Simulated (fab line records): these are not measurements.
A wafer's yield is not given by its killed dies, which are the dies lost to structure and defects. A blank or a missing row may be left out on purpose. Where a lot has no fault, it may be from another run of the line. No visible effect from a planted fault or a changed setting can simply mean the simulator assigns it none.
Split-lot experiment ; flow berkeley_cmos170 ; 5 lots, 23 wafers read, on a route of 331 steps

## ON THE SPLIT
At UCB170_START_OXIDATION_02 (target thk 20 nm, ox time 1800 s), the setting temp_c was moved away from the recipe's 950 C on 10 of the 23 wafers read, by +1.6% to +1.9%. For the rest of the wafers, this setting stayed at what the recipe calls for.

Between the split and the reading, the file records no step.

## THE READING
START_OXIDE_THK (nm), taken at UCB170_START_THK_MEAS_03. Fault-free wafers of this fab line usually give 19.8 nm, standard deviation 0.31 nm.

wafer;tool, chamber at the split;temp_c as run, C;against the recipe;START_OXIDE_THK, nm;against lot-mates on the recipe
L074.1;-, -;968.4;+1.9%;23.5;no lot-mate on the recipe
L074.2;-, -;968.4;+1.9%;23.5;no lot-mate on the recipe
L074.4;-, -;968.4;+1.9%;23.7;no lot-mate on the recipe
L074.5;-, -;968.4;+1.9%;23.3;no lot-mate on the recipe
L074.6;-, -;968.4;+1.9%;23.5;no lot-mate on the recipe
L076.1;-, -;950;recipe;19.9;-
L076.3;-, -;950;recipe;19.3;-
L076.4;-, -;950;recipe;19.4;-
L076.5;-, -;950;recipe;19.6;-
L076.6;-, -;950;recipe;19.9;-
L082.1;-, -;965.6;+1.6%;22.9;no lot-mate on the recipe
L082.2;-, -;965.6;+1.6%;22.6;no lot-mate on the recipe
L082.4;-, -;965.6;+1.6%;22.9;no lot-mate on the recipe
L082.5;-, -;965.6;+1.6%;23.3;no lot-mate on the recipe
L082.6;-, -;965.6;+1.6%;23.0;no lot-mate on the recipe
L083.1;furnace-03, 0;950;recipe;19.8;-
L083.5;furnace-03, 0;950;recipe;20.0;-
L083.6;furnace-03, 0;950;recipe;20.0;-
L084.1;-, -;950;recipe;19.3;-
L084.2;-, -;950;recipe;19.2;-
L084.3;-, -;950;recipe;19.2;-
L084.4;-, -;950;recipe;19.0;-
L084.6;-, -;950;recipe;19.1;-

THE FIT
A straight line over all 23 wafers: START_OXIDE_THK changes by +2.07 nm for each +1% of temp_c; r = +0.99; the points scatter about the line by 0.3 nm.
Too few moved wafers have a lot-mate on the recipe to fit a line with each lot's own level taken away.

## THE WHOLE CHAIN: every reading that the file lists as answering this split, in the file's order
step;what it does;reading;change (the file's fit);r (the file's)
UCB170_START_OXIDATION_02;target thk 20 nm, ox time 1800 s;SiO2_of_START_OXIDATION_02.thk_nm (the simulator's own value, which no gauge read);+2.07 nm for each +1% of the setting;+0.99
UCB170_START_THK_MEAS_03;;START_OXIDE_THK;+2.07 for each +1% of the setting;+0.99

## THE FILE'S OWN FIT
START_OXIDE_THK changes by +2.07 nm for each +1% of temp_c, r = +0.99.
